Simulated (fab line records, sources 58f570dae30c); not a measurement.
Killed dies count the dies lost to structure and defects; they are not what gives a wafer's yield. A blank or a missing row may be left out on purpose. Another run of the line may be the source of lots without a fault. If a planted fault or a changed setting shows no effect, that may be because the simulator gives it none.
Which tool was responsible?    flow berkeley_cmos170    Sampling: 13 lots, 39 wafers, 5 of 331 route steps

WHAT THE GAUGES SHOWED, per wafer
UCB170_M2_CD_MEAS_15 targets a cd of 700 nm.
lot   measured      on         cd_nm (nm)
L134  day 7 11:05   cd_sem-02  698.1 697.3 697.6
L135  day 7 23:10   cd_sem-01  700.1 698.2 698.3
L136  day 8 12:03   cd_sem-02  701.0 698.4 699.3
L140  day 9 00:31   cd_sem-02  701.9 700.9 701.2
L139  day 9 00:46   cd_sem-02  698.7 700.2 700.0
L144  day 9 21:33   cd_sem-01  699.4 698.6 700.2
L146  day 10 23:24  cd_sem-01  700.0 699.0 698.4
L151  day 11 02:38  cd_sem-02  701.5 701.2 702.9
L155  day 11 21:40  cd_sem-02  701.8 701.2 701.1
L152  day 11 22:01  cd_sem-01  700.4 701.3 700.9
L153  day 11 22:20  cd_sem-02  698.2 698.8 698.3
L156  day 11 23:05  cd_sem-02  700.8 700.8 700.2
L154  day 11 23:46  cd_sem-01  700.6 698.8 701.8

UCB170_M2_OVL_MEAS_16.
lot   measured      on          M2_OVL (nm)
L134  day 7 11:12   overlay-02  -4 -4 -2
L135  day 7 23:17   overlay-01  -7 -7 -2
L136  day 8 12:10   overlay-02  -4 5 8
L140  day 9 00:37   overlay-02  -9 -2 -9
L139  day 9 00:53   overlay-02  -3 0 -2
L144  day 9 21:40   overlay-01  2 -1 -1
L146  day 10 23:31  overlay-02  -11 -3 -10
L151  day 11 02:44  overlay-02  -13 -6 -10
L155  day 11 21:46  overlay-02  -4 -5 7
L152  day 11 22:08  overlay-02  -7 -1 -1
L153  day 11 22:27  overlay-01  1 -4 2
L156  day 11 23:13  overlay-02  -3 -11 -9
L154  day 11 23:52  overlay-02  7 2 6

UCB170_V2_THK_MEAS_01.
lot   measured      on             V2_TEOS_THK (nm)
L134  day 7 11:50   film_metro-03  2005 1943 1952
L135  day 8 00:03   film_metro-03  2018 1969 2023
L136  day 8 12:49   film_metro-03  1959 1980 1995
L140  day 9 01:16   film_metro-04  1948 1961 1969
L139  day 9 01:31   film_metro-04  2341 1974 2356 2342 1976 2357
L144  day 9 22:23   film_metro-04  1951 1941 1970
L146  day 11 00:10  film_metro-04  1961 1988 1978
L151  day 11 03:34  film_metro-03  1951 1962 2000
L155  day 11 22:25  film_metro-03  1963 1927 1970
L152  day 11 22:46  film_metro-04  2016 2002 1952
L153  day 11 23:05  film_metro-01  1929 2022 1996
L156  day 11 23:54  film_metro-04  1973 2002 2007
L154  day 12 00:31  film_metro-04  1969 2013 1980

TOOL THAT RAN EACH LOT (tool first, then ch and the chambers of the sampled wafers, then the start)
lot   UCB170_V1_STRIP_15                    UCB170_V2_CVD_00
L134  plasma_asher-04 ch 0,1, day 7 08:57   pecvd-01 ch 0,1,2, day 7 11:41
L135  plasma_asher-04 ch 0,1, day 7 20:34   pecvd-01 ch 0,1, day 7 23:49
L136  plasma_asher-04 ch 0,1, day 8 09:34   pecvd-02 ch 0,2, day 8 12:40
L140  plasma_asher-01 ch 0,1, day 8 21:59   pecvd-02 ch 0,1,2, day 9 01:06
L139  plasma_asher-01 ch 0,1, day 8 22:31   pecvd-01 ch 0,1, day 9 01:22
L144  plasma_asher-01 ch 0,1, day 9 17:44   pecvd-03 ch 0,2, day 9 22:13
L146  plasma_asher-01 ch 0,1, day 10 19:42  pecvd-03 ch 0,1, day 10 23:59
L151  plasma_asher-01 ch 0,1, day 10 23:08  pecvd-03 ch 0,1,2, day 11 03:24
L155  plasma_asher-01 ch 0,1, day 11 17:38  pecvd-03 ch 0,2, day 11 22:15
L152  plasma_asher-04 ch 0,1, day 11 17:59  pecvd-01 ch 0,1,2, day 11 22:37
L153  plasma_asher-04 ch 0,1, day 11 18:27  pecvd-02 ch 0,1, day 11 22:56
L156  plasma_asher-01 ch 0,1, day 11 19:31  pecvd-03 ch 0,1, day 11 23:44
L154  plasma_asher-01 ch 0,1, day 11 20:21  pecvd-02 ch 0,2, day 12 00:21
- UCB170_V1_STRIP_15: strips in O2.
- UCB170_V2_CVD_00: deposits SiO2 from TEOS/O2, target thk 2000 nm, time 250 s.

AS READ BY THE TOOLS THEMSELVES (means over the sampled wafers that have a number; for cases with no such wafer, the mark the record gives instead)
UCB170_V1_STRIP_15.
lot   tool             drypump_motor_current_A (A)  oes_product_au (a.u.)  strip_time_to_endpoint_s (s)
L134  plasma_asher-04  6.1                          0.722                  15.29
L135  plasma_asher-04  6.3                          0.721                  15.59
L136  plasma_asher-04  6.1                          0.723                  15.33
L140  plasma_asher-01  5.4                          0.718                  15.25
L139  plasma_asher-01  5.5                          0.721                  15.40
L144  plasma_asher-01  5.4                          0.724                  15.54
L146  plasma_asher-01  5.5                          0.719                  15.33
L151  plasma_asher-01  5.5                          0.726                  15.38
L155  plasma_asher-01  5.4                          0.722                  15.53
L152  plasma_asher-04  6.1                          0.719                  15.40
L153  plasma_asher-04  6.3                          0.717                  15.37
L156  plasma_asher-01  5.5                          0.721                  15.41
L154  plasma_asher-01  5.5                          0.719                  15.45

UCB170_V2_CVD_00.
lot   tool      heater_power_w (W)  run_length_s (s)
L134  pecvd-01  314                 277.4
L135  pecvd-01  368                 277.3
L136  pecvd-02  278                 278.0
L140  pecvd-02  249                 277.7
L139  pecvd-01  313                 303.0
L144  pecvd-03  225                 277.5
L146  pecvd-03  207                 278.5
L151  pecvd-03  231                 278.2
L155  pecvd-03  242                 277.4
L152  pecvd-01  342                 277.6
L153  pecvd-02  272                 277.6
L156  pecvd-03  247                 277.7
L154  pecvd-02  268                 278.5

THE ANSWER, worked out from the rows above alone
Rule: usual is defined by the lots themselves. Put in order of their means at a reading, lots are off if they are a third of the lots or fewer, leave a main group of 4 or more, and stand apart from it by a gap of 3 or more times the standard deviation of the main group's means; of several such gaps the widest counts. Not used: any main group whose means are identical at the precision the tables above print for the reading. Also off: a lot with no number at a reading for which 4 or more lots have one. The other lots that the step has rows for count as sound. First the gauges in route order, then the tools' own readings, where a lot's mean is used as printed above. At the first step where some lot is off, the reading lying furthest off is the one used; lots without a number count as furthest.
Off: L139, at UCB170_V2_THK_MEAS_01 (V2_TEOS_THK). The main group has a mean of 1976 nm with a standard deviation of 15.
A tool fits if, at a process step before that reading, it ran every lot that is off, and no sound lot after the first of them. Not tried: the gauges at UCB170_V2_THK_MEAS_01; whatever is off there is also off at UCB170_V2_CVD_00, on other tools, and gauge error can't account for it. Not one of the candidates tried fits.

WHAT THE SIMULATOR HAD PUT IN
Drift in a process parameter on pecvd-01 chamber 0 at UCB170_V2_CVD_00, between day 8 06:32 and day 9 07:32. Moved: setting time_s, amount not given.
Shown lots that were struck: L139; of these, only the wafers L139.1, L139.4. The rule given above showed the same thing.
